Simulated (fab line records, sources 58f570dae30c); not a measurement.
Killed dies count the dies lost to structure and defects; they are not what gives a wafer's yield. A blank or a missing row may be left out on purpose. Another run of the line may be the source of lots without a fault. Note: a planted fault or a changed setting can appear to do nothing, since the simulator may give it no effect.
fab line records + flow berkeleyCmos170
record:
- lots: 6
- wafers: 18
- lastDay: 12
route steps=331 shown GATE@138 PLDD@145
lots that met no fault: from a run of the same line without faults
startH: hours from the record's first day to the start of the lot's first wafer shown + waitH: hours since the lot's step before + " unchanged from the row above + L1.1+2: a row that stands for several wafers + - no value, or no start was given + * or withheld: withheld + < > ~ a bound
route shown NAME@n: a module of which the file shows steps, and the number in the route of the first + usual: mean/standard deviation taken from wafers without a fault + same: alike in all rows + chamber/n: place in a boat + sites: readings site by site + _std_site: standard deviation across them + _edge_site: outer sites' mean less inner sites' + radiusMm: for every site, how far away it sits from the centre of the wafer + mask NAME#n: copy n + behind: the last tool/chamber to shape the wafer + hold: why the lot was held/for how many hours/how that ended + device: transistor that didn't switch, given as n, p or np + end of line: tests run on the same wafers once the route is complete + for a step that has no rows: nothing shown but its recipe + killed: not the wafer's yield, but the dies lost to structure and defects at the first sort + map: a wafer's dies, x killed, . not, _ none there
set.NAME: setting as actually run; set.NAME@STEP: the setting as run at that earlier step + model.NAME: the simulator's own value behind a step, which no gauge read
lots seen at some steps along the route; tables by step, rows by wafer
services: when a tool's chamber went out of use (startH, in hours from the record's first day, below 0 if earlier), for how many hours, and the reason
== steps ==
step: UCB170_GATE_CD_MEAS_12
recipe:
- targetCdNm: 350
usual:
- cdNm: 349.9/1.3
| lot.wafer | tool     | chamber | startH | waitH | cdNm  |
|-----------|----------|---------|--------|-------|-------|
| L503.2    | cdSem-02 | -       | 174.43 | -     | 351.0 |
| L503.4    | "        | -       | "      | "     | 349.8 |
| L503.5    | "        | -       | "      | "     | 352.0 |
| L502.2    | cdSem-02 | -       | 174.55 | -     | 348.7 |
| L502.4    | "        | -       | "      | "     | 349.1 |
| L502.6    | "        | -       | "      | "     | 348.9 |
| L509.1    | cdSem-02 | -       | 199.68 | -     | 348.5 |
| L509.5    | "        | -       | "      | "     | 349.1 |
| L509.6    | "        | -       | "      | "     | 348.2 |
| L510.1    | cdSem-01 | -       | 207.91 | -     | 347.2 |
| L510.4    | "        | -       | "      | "     | 348.0 |
| L510.5    | "        | -       | "      | "     | 349.7 |
| L515.1    | cdSem-02 | -       | 234.99 | -     | 351.9 |
| L515.5    | "        | -       | "      | "     | 348.8 |
| L515.6    | "        | -       | "      | "     | 350.0 |
| L516.1    | cdSem-02 | -       | 249.56 | -     | 352.0 |
| L516.2    | "        | -       | "      | "     | 352.2 |
| L516.6    | "        | -       | "      | "     | 350.8 |
step: UCB170_GATE_OVL_MEAS_13
usual:
- GATE_OVL: -4/5.2
| lot.wafer | tool       | chamber | startH | waitH | GATE_OVL[nm] |
|-----------|------------|---------|--------|-------|--------------|
| L503.2    | overlay-02 | -       | 174.54 | 0.1   | -4           |
| L503.4    | "          | -       | "      | "     | -14          |
| L503.5    | "          | -       | "      | "     | -7           |
| L502.2    | overlay-02 | -       | 174.66 | 0.1   | -9           |
| L502.4    | "          | -       | "      | "     | -6           |
| L502.6    | "          | -       | "      | "     | -6           |
| L509.1    | overlay-01 | -       | 199.80 | 0.1   | 0            |
| L509.5    | "          | -       | "      | "     | 0            |
| L509.6    | "          | -       | "      | "     | -14          |
| L510.1    | overlay-02 | -       | 208.03 | 0.1   | -3           |
| L510.4    | "          | -       | "      | "     | -6           |
| L510.5    | "          | -       | "      | "     | -4           |
| L515.1    | overlay-01 | -       | 235.11 | 0.1   | 10           |
| L515.5    | "          | -       | "      | "     | -6           |
| L515.6    | "          | -       | "      | "     | -2           |
| L516.1    | overlay-02 | -       | 249.68 | 0.1   | -12          |
| L516.2    | "          | -       | "      | "     | -6           |
| L516.6    | "          | -       | "      | "     | -6           |
step: UCB170_GATE_ETCH_14
recipe:
- chemistry: N2/H2
- targetDepthA: withheld
- overetchA: withheld
- target: BARC
- timeS: withheld
- sourceW: 500
- biasW: 100
- pressureMtorr: 30
- n2FlowSccm: 100
- h2FlowSccm: 200
usual:
- drypumpMotorCurrentA: 5.9/0.44
- h2FlowSccm: 200.1/0.53
- oesProductAu: 1.013/0.016
- throttleValvePct: 13.35/0.19
| lot.wafer | tool       | chamber | startH | waitH | drypumpMotorCurrentA | h2FlowSccm | oesProductAu | throttleValvePct |
|-----------|------------|---------|--------|-------|----------------------|------------|--------------|------------------|
| L503.2    | rieDiel-03 | 0       | 174.57 | 0.0   | 6.3                  | 200.3      | 1.022        | 13.34            |
| L503.4    | "          | 3       | "      | "     | 6.5                  | 199.4      | 1.029        | 13.54            |
| L503.5    | "          | 3       | "      | "     | 6.4                  | 200.3      | 1.028        | 13.56            |
| L502.2    | rieDiel-02 | 3       | 174.69 | 0.0   | 5.9                  | 200.9      | 1.000        | 13.40            |
| L502.4    | "          | 0       | "      | "     | 5.4                  | 198.7      | 1.045        | 13.38            |
| L502.6    | "          | 1       | "      | "     | 5.4                  | 199.3      | 1.010        | 13.53            |
| L509.1    | rieDiel-02 | 3       | 199.83 | 0.0   | 5.9                  | 199.5      | 1.000        | 13.38            |
| L509.5    | "          | 0       | "      | "     | 5.4                  | 199.8      | 1.047        | 13.37            |
| L509.6    | "          | 1       | "      | "     | 5.4                  | 199.4      | 1.005        | 13.52            |
| L510.1    | rieDiel-02 | 2       | 208.07 | 0.0   | 5.9                  | 200.0      | 1.021        | 13.65            |
| L510.4    | "          | 1       | "      | "     | 5.4                  | 200.7      | 0.992        | 13.53            |
| L510.5    | "          | 0       | "      | "     | 5.4                  | 199.2      | 1.047        | 13.38            |
| L515.1    | rieDiel-03 | 1       | 235.15 | 0.0   | 6.1                  | 200.5      | 1.009        | 13.13            |
| L515.5    | "          | 0       | "      | "     | 6.3                  | 200.4      | 1.002        | 13.34            |
| L515.6    | "          | 1       | "      | "     | 6.1                  | 199.1      | 0.997        | 13.11            |
| L516.1    | rieDiel-03 | 1       | 249.71 | 0.0   | 6.1                  | 199.9      | 0.999        | 13.12            |
| L516.2    | "          | 0       | "      | "     | 6.3                  | 200.7      | 1.000        | 13.35            |
| L516.6    | "          | 1       | "      | "     | 6.1                  | 199.5      | 1.001        | 13.12            |
step: UCB170_GATE_ETCH_15
recipe:
- chemistry: HBr/Cl2
- target: poly-Si
- stopOn: SiO2
- overEtchFrac: 0.3
- icpW: 300
- biasW: 150
- timeS: 56.3
- pressureMtorr: 15
- HBr_flow_sccm: 150
- Cl2_flow_sccm: 50
- targetDepthA: 2782
usual:
- drypumpMotorCurrentA: 5.7/0.38
- oesProductAu: 0.829/0.015
- throttleValvePct: 26.19/0.24
| lot.wafer | tool     | chamber | startH | waitH | drypumpMotorCurrentA | oesProductAu | rfHoursCounterH | throttleValvePct |
|-----------|----------|---------|--------|-------|----------------------|--------------|-----------------|------------------|
| L503.2    | rieSi-02 | 3       | 174.61 | -     | 5.7                  | 0.834        | 0               | 26.28            |
| L503.4    | "        | 3       | "      | "     | 5.7                  | 0.834        | -               | 26.29            |
| L503.5    | "        | 2       | "      | "     | 6.0                  | 0.837        | -               | 26.32            |
| L502.2    | rieSi-01 | 3       | 174.73 | -     | 5.3                  | 0.820        | 98              | 25.95            |
| L502.4    | "        | 0       | "      | "     | 6.3                  | 0.855        | 2               | 26.65            |
| L502.6    | "        | 2       | "      | "     | 6.0                  | 0.810        | -               | 26.30            |
| L509.1    | rieSi-01 | 2       | 199.87 | -     | 6.0                  | 0.815        | 1               | 26.32            |
| L509.5    | "        | 0       | "      | "     | 6.3                  | 0.845        | -               | 26.67            |
| L509.6    | "        | 3       | "      | "     | 5.3                  | 0.824        | -               | 25.95            |
| L510.1    | rieSi-02 | 1       | 208.11 | -     | 5.1                  | 0.796        | 0               | 25.93            |
| L510.4    | "        | 3       | "      | "     | 5.6                  | 0.825        | 1               | 26.29            |
| L510.5    | "        | 0       | "      | "     | 5.4                  | 0.819        | -               | 26.04            |
| L515.1    | rieSi-02 | 1       | 235.19 | -     | 5.1                  | 0.815        | 0               | 25.93            |
| L515.5    | "        | 0       | "      | "     | 5.4                  | 0.837        | -               | 26.03            |
| L515.6    | "        | 1       | "      | "     | 5.1                  | 0.809        | -               | 25.94            |
| L516.1    | rieSi-01 | 2       | 249.76 | -     | 6.0                  | 0.800        | 1               | 26.31            |
| L516.2    | "        | 1       | "      | "     | 5.6                  | 0.816        | 2               | 25.95            |
| L516.6    | "        | 3       | "      | "     | 5.3                  | 0.829        | -               | 25.95            |
step: UCB170_GATE_STRIP_16
recipe:
- chemistry: O2
- powerW: 400
- pressureMtorr: 3500
- platenTempC: withheld
- o2FlowSccm: 400
- overashFraction: 0.5
usual:
- drypumpMotorCurrentA: 5.47/0.12
- oesProductAu: 0.724/0.0047
| lot.wafer | tool           | chamber | startH | waitH | drypumpMotorCurrentA | oesProductAu | rfHoursCounterH |
|-----------|----------------|---------|--------|-------|----------------------|--------------|-----------------|
| L503.2    | plasmaAsher-04 | 0       | 174.66 | 0.0   | 5.32                 | 0.725        | 42              |
| L503.4    | "              | 1       | "      | "     | 5.47                 | 0.718        | -               |
| L503.5    | "              | 0       | "      | "     | 5.34                 | 0.727        | -               |
| L502.2    | plasmaAsher-03 | 1       | 174.78 | 0.0   | 5.47                 | 0.721        | 40              |
| L502.4    | "              | 0       | "      | "     | 5.66                 | 0.734        | -               |
| L502.6    | "              | 0       | "      | "     | 5.64                 | 0.728        | -               |
| L509.1    | plasmaAsher-03 | 1       | 199.92 | 0.0   | 5.51                 | 0.730        | 43              |
| L509.5    | "              | 1       | "      | "     | 5.52                 | 0.725        | -               |
| L509.6    | "              | 0       | "      | "     | 5.64                 | 0.727        | -               |
| L510.1    | plasmaAsher-04 | 1       | 208.16 | 0.0   | 5.50                 | 0.731        | 46              |
| L510.4    | "              | 1       | "      | "     | 5.47                 | 0.724        | -               |
| L510.5    | "              | 1       | "      | "     | 5.49                 | 0.717        | -               |
| L515.1    | plasmaAsher-03 | 1       | 235.24 | 0.0   | 5.51                 | 0.724        | 47              |
| L515.5    | "              | 1       | "      | "     | 5.49                 | 0.724        | -               |
| L515.6    | "              | 0       | "      | "     | 5.64                 | 0.727        | -               |
| L516.1    | plasmaAsher-01 | 1       | 249.80 | 0.0   | 5.20                 | 0.728        | 13              |
| L516.2    | "              | 0       | "      | "     | 5.48                 | 0.727        | 13              |
| L516.6    | "              | 0       | "      | "     | 5.42                 | 0.731        | -               |
step: UCB170_GATE_CD_MEAS_90
recipe:
- targetCdNm: 350
usual:
- cdNm: 349.9/1.5
| lot.wafer | tool     | chamber | startH | waitH | cdNm  |
|-----------|----------|---------|--------|-------|-------|
| L503.2    | cdSem-02 | -       | 174.78 | 0.1   | 351.0 |
| L503.4    | "        | -       | "      | "     | 350.1 |
| L503.5    | "        | -       | "      | "     | 352.9 |
| L502.2    | cdSem-01 | -       | 174.90 | 0.1   | 348.8 |
| L502.4    | "        | -       | "      | "     | 348.5 |
| L502.6    | "        | -       | "      | "     | 347.6 |
| L509.1    | cdSem-01 | -       | 200.02 | 0.1   | 350.0 |
| L509.5    | "        | -       | "      | "     | 349.0 |
| L509.6    | "        | -       | "      | "     | 348.0 |
| L510.1    | cdSem-02 | -       | 208.26 | 0.1   | 346.5 |
| L510.4    | "        | -       | "      | "     | 347.4 |
| L510.5    | "        | -       | "      | "     | 350.3 |
| L515.1    | cdSem-02 | -       | 235.48 | 0.2   | 352.0 |
| L515.5    | "        | -       | "      | "     | 349.3 |
| L515.6    | "        | -       | "      | "     | 350.6 |
| L516.1    | cdSem-02 | -       | 250.04 | 0.2   | 352.0 |
| L516.2    | "        | -       | "      | "     | 352.4 |
| L516.6    | "        | -       | "      | "     | 351.0 |
step: UCB170_GATE_CLEAN_17
recipe:
- chemistry: SPM
- tempC: 120
- timeS: 600
step: UCB170_PLDD_HMDS_00
recipe:
- primeTimeS: 60
- primeTempC: 100
step: UCB170_PLDD_COAT_01
recipe:
- resist: KrF
- spinRpm: 1500
- resistThkNm: 900
step: UCB170_PLDD_SOFTBAKE_02
recipe:
- resist: KrF
- tempC: 130
- timeS: 60
step: UCB170_PLDD_EXPOSE_03
recipe:
- maskId: PSELECT
- na: 0.5
- sigmaOuter: 0.6
- sourceShape: conventional
- targetCdNm: 1200
- doseMj: 30
step: UCB170_PLDD_PEB_04
recipe:
- pebTempC: 130
- pebTimeS: withheld
- resist: KrF
step: UCB170_PLDD_DEVELOP_05
recipe:
- developer: TMAH
- developTimeS: 45
- resist: KrF
- devTempC: 21
usual:
- developerTempC: 21.00/0.1
| lot.wafer | tool          | chamber | startH | waitH | developerTempC |
|-----------|---------------|---------|--------|-------|----------------|
| L503.2    | lithoTrack-01 | 0       | 176    | -     | 21.34          |
| L503.4    | "             | 0       | "      | "     | 21.12          |
| L503.5    | "             | 0       | "      | "     | 21.16          |
| L502.2    | lithoTrack-04 | 0       | 176    | -     | 21.02          |
| L502.4    | "             | 0       | "      | "     | 20.96          |
| L502.6    | "             | 0       | "      | "     | 20.98          |
| L509.1    | lithoTrack-01 | 0       | 201    | -     | 21.93          |
| L509.5    | "             | 0       | "      | "     | 21.80          |
| L509.6    | "             | 0       | "      | "     | 21.98          |
| L510.1    | lithoTrack-01 | 0       | 210    | -     | 21.79          |
| L510.4    | "             | 0       | "      | "     | 21.65          |
| L510.5    | "             | 0       | "      | "     | 21.80          |
| L515.1    | lithoTrack-03 | 0       | 236    | -     | 20.89          |
| L515.5    | "             | 0       | "      | "     | 20.99          |
| L515.6    | "             | 0       | "      | "     | 20.94          |
| L516.1    | lithoTrack-03 | 0       | 251    | -     | 21.03          |
| L516.2    | "             | 0       | "      | "     | 21.20          |
| L516.6    | "             | 0       | "      | "     | 21.09          |
step: UCB170_PLDD_CD_MEAS_06
recipe:
- targetCdNm: 1200
usual:
- cdNm: 1200.1/1.3
| lot.wafer | tool     | chamber | startH | waitH | cdNm   |
|-----------|----------|---------|--------|-------|--------|
| L503.2    | cdSem-01 | -       | 176.24 | -     | 1203.0 |
| L503.4    | "        | -       | "      | "     | 1200.6 |
| L503.5    | "        | -       | "      | "     | 1201.4 |
| L502.2    | cdSem-02 | -       | 176.36 | -     | 1201.3 |
| L502.4    | "        | -       | "      | "     | 1200.3 |
| L502.6    | "        | -       | "      | "     | 1201.3 |
| L509.1    | cdSem-01 | -       | 201.30 | -     | 1198.9 |
| L509.5    | "        | -       | "      | "     | 1199.7 |
| L509.6    | "        | -       | "      | "     | 1200.9 |
| L510.1    | cdSem-01 | -       | 210.50 | -     | 1198.9 |
| L510.4    | "        | -       | "      | "     | 1200.4 |
| L510.5    | "        | -       | "      | "     | 1201.0 |
| L515.1    | cdSem-02 | -       | 236.63 | -     | 1200.9 |
| L515.5    | "        | -       | "      | "     | 1199.1 |
| L515.6    | "        | -       | "      | "     | 1201.2 |
| L516.1    | cdSem-02 | -       | 252.00 | -     | 1200.4 |
| L516.2    | "        | -       | "      | "     | 1199.9 |
| L516.6    | "        | -       | "      | "     | 1200.7 |
== services ==
| tool           | chamber | startH | hours | kind          |
|----------------|---------|--------|-------|---------------|
| plasmaAsher-01 | -       | 160.74 | 2.9   | repair        |
| rieSi-02       | 0       | 160.86 | -     | clean         |
| rieSi-02       | 0       | 160.86 | 16.6  | scheduledDown |
| rieSi-02       | 0       | 160.86 | 16.6  | ventCycle     |
| rieSi-02       | 2       | 175.39 | 12.4  | repair        |
| plasmaAsher-01 | -       | 182.52 | 1.3   | repair        |
| rieDiel-02     | 1       | 184.23 | 4.2   | repair        |
| rieDiel-03     | 1       | 219.76 | 10.5  | repair        |
| plasmaAsher-04 | -       | 246.77 | 4.5   | repair        |
| rieDiel-03     | 0       | 249.85 | 11.0  | repair        |
== key ==
firstSign:
- step: UCB170_PLDD_DEVELOP_05
- reading: developerTempC
- direction: up
- sigmas: 7.9
- usual: *
- struck: *
effect none on later readings
metAt UCB170_PLDD_DEVELOP_05
struckWafers L509.1,L509.5,L509.6,L510.1,L510.4,L510.5
testerLeftOut L509,L510
onsetBetween 176 201
fault:
- kind: processParameterDrift
- tool: lithoTrack-01
- chamber: -
- onsetH: 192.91
- steps: UCB170_PLDD_DEVELOP_05
- channel: devTempC
- offset: *
- shape: step
- endH: 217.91
- actsIn: *
- stated: *
testerLeftOut: of these lots the tester's yield and bins aren't shown, on N5 and GAA mostly nor the transistor test; their killed dies are dies lost to structure and defects alone, not to doping, threshold or leakage, so they don't give the yield
